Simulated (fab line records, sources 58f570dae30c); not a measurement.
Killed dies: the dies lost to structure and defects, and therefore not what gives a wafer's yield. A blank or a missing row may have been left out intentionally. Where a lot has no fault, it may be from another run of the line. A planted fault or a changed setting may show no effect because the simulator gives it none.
What tool caused it? / flow berkeley_cmos170 / 21 wafers from 7 lots sampled at 4 of the route's 331 steps

WHAT EACH GAUGE READ, for each wafer
UCB170_M2_RS_MEAS_02: a four-point-probe measurement.
lot=L350; measured=day 8 12:32; on=film_metro-03; M2_AL_RS (ohm/sq)=0.03209 0.03189 0.03208
lot=L352; measured=day 9 17:22; on=film_metro-01; M2_AL_RS (ohm/sq)=0.03227 0.03251 0.03227
lot=L356; measured=day 10 01:37; on=film_metro-01; M2_AL_RS (ohm/sq)=0.03193 0.03205 0.03209
lot=L361; measured=day 11 01:32; on=film_metro-02; M2_AL_RS (ohm/sq)=0.03226 0.03202 0.03253
lot=L363; measured=day 12 04:07; on=film_metro-03; M2_AL_RS (ohm/sq)=0.02644 0.02672 0.02648
lot=L368; measured=day 12 21:28; on=film_metro-02; M2_AL_RS (ohm/sq)=0.03191 0.0318 0.03218
lot=L372; measured=day 14 08:47; on=film_metro-03; M2_AL_RS (ohm/sq)=0.03234 0.03185 0.03208

EACH LOT AND THE TOOL THAT RAN IT (in order: tool; ch and the chambers of the sampled wafers; start)
lot=L350; UCB170_M1_ETCH_11=rie_diel-04 ch 0,2,3, day 8 07:45; UCB170_M1_STRIP_13=plasma_asher-02 ch 0,1, day 8 07:55; UCB170_M2_SPUTTER_01=pvd_sputter-04, day 8 12:26
lot=L352; UCB170_M1_ETCH_11=rie_diel-03 ch 0,1,2, day 9 11:30; UCB170_M1_STRIP_13=plasma_asher-02 ch 0,1, day 9 11:41; UCB170_M2_SPUTTER_01=pvd_sputter-02, day 9 17:16
lot=L356; UCB170_M1_ETCH_11=rie_diel-04 ch 1,3, day 9 20:25; UCB170_M1_STRIP_13=plasma_asher-02 ch 0,1, day 9 20:38; UCB170_M2_SPUTTER_01=pvd_sputter-03, day 10 01:29
lot=L361; UCB170_M1_ETCH_11=rie_diel-03 ch 0,1,2, day 10 20:11; UCB170_M1_STRIP_13=plasma_asher-04 ch 1, day 10 20:24; UCB170_M2_SPUTTER_01=pvd_sputter-03, day 11 01:27
lot=L363; UCB170_M1_ETCH_11=rie_diel-04 ch 0,1,3, day 11 21:41; UCB170_M1_STRIP_13=plasma_asher-02 ch 0,1, day 11 21:52; UCB170_M2_SPUTTER_01=pvd_sputter-02, day 12 04:01
lot=L368; UCB170_M1_ETCH_11=rie_diel-01 ch 1,2,3, day 12 15:33; UCB170_M1_STRIP_13=plasma_asher-03 ch 0,1, day 12 15:43; UCB170_M2_SPUTTER_01=pvd_sputter-03, day 12 21:22
lot=L372; UCB170_M1_ETCH_11=rie_diel-03 ch 0,3, day 14 03:31; UCB170_M1_STRIP_13=plasma_asher-02 ch 0,1, day 14 03:41; UCB170_M2_SPUTTER_01=pvd_sputter-03, day 14 08:42
- UCB170_M1_ETCH_11: etches BARC in N2/H2.
- UCB170_M1_STRIP_13: strips in O2.
- UCB170_M2_SPUTTER_01: material Al, target thk 900 nm, time 120 s.

THE ANSWER, worked out from the rows above alone
Rule: the lots themselves supply what counts as usual. Put in order of their means at a reading, lots are off if they are a third of the lots or fewer, leave a main group of 4 or more, and stand apart from it by a gap of 3 or more times the standard deviation of the main group's means; of several such gaps the widest counts. Not used: any main group whose means are identical at the precision the tables above print for the reading. A lot without any number at a reading at which 4 lots or more have one is off too. Where the step has rows for the other lots, those lots are counted as sound.
Off: at UCB170_M2_RS_MEAS_02 (M2_AL_RS), L363. The main group: mean 0.03212 ohm/sq, standard deviation 0.00014.
If a tool, at a process step before that reading, ran all the lots that are off and no sound lot after the first of them, it fits. The gauges at UCB170_M2_RS_MEAS_02 are tried like those tools. Can't be told from this: 2 tools fit, rie_diel-04 at UCB170_M1_ETCH_11, pvd_sputter-02 at UCB170_M2_SPUTTER_01.

WHAT THE SIMULATOR PUT IN
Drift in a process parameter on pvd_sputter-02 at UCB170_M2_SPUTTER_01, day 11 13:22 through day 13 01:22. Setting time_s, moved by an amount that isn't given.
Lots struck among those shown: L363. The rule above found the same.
